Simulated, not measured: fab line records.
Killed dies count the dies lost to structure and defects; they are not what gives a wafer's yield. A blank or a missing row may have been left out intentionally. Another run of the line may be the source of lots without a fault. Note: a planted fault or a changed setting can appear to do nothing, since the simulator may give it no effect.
Commonality check across tools -- flow berkeley-cmos170 -- Sample size 15 lots and 45 wafers

REASON IT WAS OPENED
On 3 of the 15 lots, a flag is raised at UCB170_M2_CD_MEAS_15 on the reading cd-nm. No-fault wafers: 699.7 nm, standard deviation 1.3.
Rule: a lot gets a flag if all its wafers with a number sit over 4 standard deviations from that mean, or if no wafer of it has a number. The rest of the lots are taken to be sound.

lot,measured,on,"cd-nm (nm), wafer by wafer",flag
L614,day 8 10:13,cd-sem-01,698.1 699.4 699.0,
L616,day 8 19:01,cd-sem-02,699.7 698.0 701.9,
L615,day 8 21:01,cd-sem-02,700.9 701.9 701.3,
L618,day 9 12:26,cd-sem-01,701.8 700.0 699.5,
L619,day 9 12:40,cd-sem-02,700.2 701.5 700.8,
L617,day 9 13:41,cd-sem-01,699.7 699.7 699.3,
L620,day 10 00:43,cd-sem-02,700.9 700.2 702.4,
L622,day 10 11:02,cd-sem-01,698.4 699.3 697.7,
L624,day 10 22:18,cd-sem-01,701.2 701.1 700.3,
L630,day 12 00:38,cd-sem-02,883.8 884.6 883.2,FLAGGED
L631,day 12 08:46,cd-sem-01,867.6 866.0 866.3,FLAGGED
L633,day 12 11:45,cd-sem-02,866.5 867.3 866.8,FLAGGED
L636,day 12 16:35,cd-sem-01,698.2 699.8 697.8,
L634,day 12 18:59,cd-sem-02,700.2 699.4 699.5,
L635,day 12 21:45,cd-sem-02,700.7 700.9 700.4,
Flagged lots average 872.5 nm: +172.8 nm relative to the usual, that is +99 or more standard deviations.

EACH LOT AND THE TOOL IT RAN ON
The record holds 1 process step before the reading, out of a route of 331 steps. Every cell lists first the tool, next ch and the chambers used by the sampled wafers, and last the start.
lot,flag,UCB170_M2_PEB_13
L614,,"litho-track-04 ch 0, day 8 09:56"
L616,,"litho-track-03 ch 0, day 8 18:44"
L615,,"litho-track-02 ch 0, day 8 20:46"
L618,,"litho-track-02 ch 0, day 9 12:10"
L619,,"litho-track-04 ch 0, day 9 12:23"
L617,,"litho-track-04 ch 0, day 9 13:25"
L620,,"litho-track-03 ch 0, day 10 00:26"
L622,,"litho-track-02 ch 0, day 10 10:46"
L624,,"litho-track-02 ch 0, day 10 22:02"
L630,FLAGGED,"litho-track-03 ch 0, day 12 00:21"
L631,FLAGGED,"litho-track-03 ch 0, day 12 08:29"
L633,FLAGGED,"litho-track-03 ch 0, day 12 11:27"
L636,,"litho-track-02 ch 0, day 12 16:17"
L634,,"litho-track-04 ch 0, day 12 18:43"
L635,,"litho-track-04 ch 0, day 12 21:28"
What is done by these steps:
- UCB170_M2_PEB_13
- UCB170_M2_CD_MEAS_15: target cd 700 nm.

FLAGGED OVER TOTAL, TOOL BY TOOL (the gauges that took the reading come last)
step,tool,lots run,flagged,share of the flagged lots,sound lots run after its first flagged lot
UCB170_M2_PEB_13,litho-track-02,5,0,none,-
UCB170_M2_PEB_13,litho-track-03,5,3,all,0
UCB170_M2_PEB_13,litho-track-04,5,0,none,-
UCB170_M2_CD_MEAS_15,cd-sem-01,7,1,some,1 (L636)
UCB170_M2_CD_MEAS_15,cd-sem-02,8,2,some,"2 (L634,L635)"

WHAT THE TABLE ALLOWS
All flagged lots share 1 row of the table, namely litho-track-03 at UCB170_M2_PEB_13.
- litho-track-03 at UCB170_M2_PEB_13 ran 5 lots, 3 of them flagged. A fault beginning between L620 (day 10 00:26), its last sound lot, and L630 (day 12 00:21), its first flagged one, fits the data. Its own readings (heater-power-total-W, plate-temp-C) fall more than 4 standard deviations out on all wafers of the flagged lots.
Left over: one tool, litho-track-03 at UCB170_M2_PEB_13.

WHAT THE SIMULATOR HAD INSERTED
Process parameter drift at UCB170_M2_PEB_13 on litho-track-03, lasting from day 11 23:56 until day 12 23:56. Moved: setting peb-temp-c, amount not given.
Shown lots that were struck: L630, L631, L633. The rule above reached the same finding.
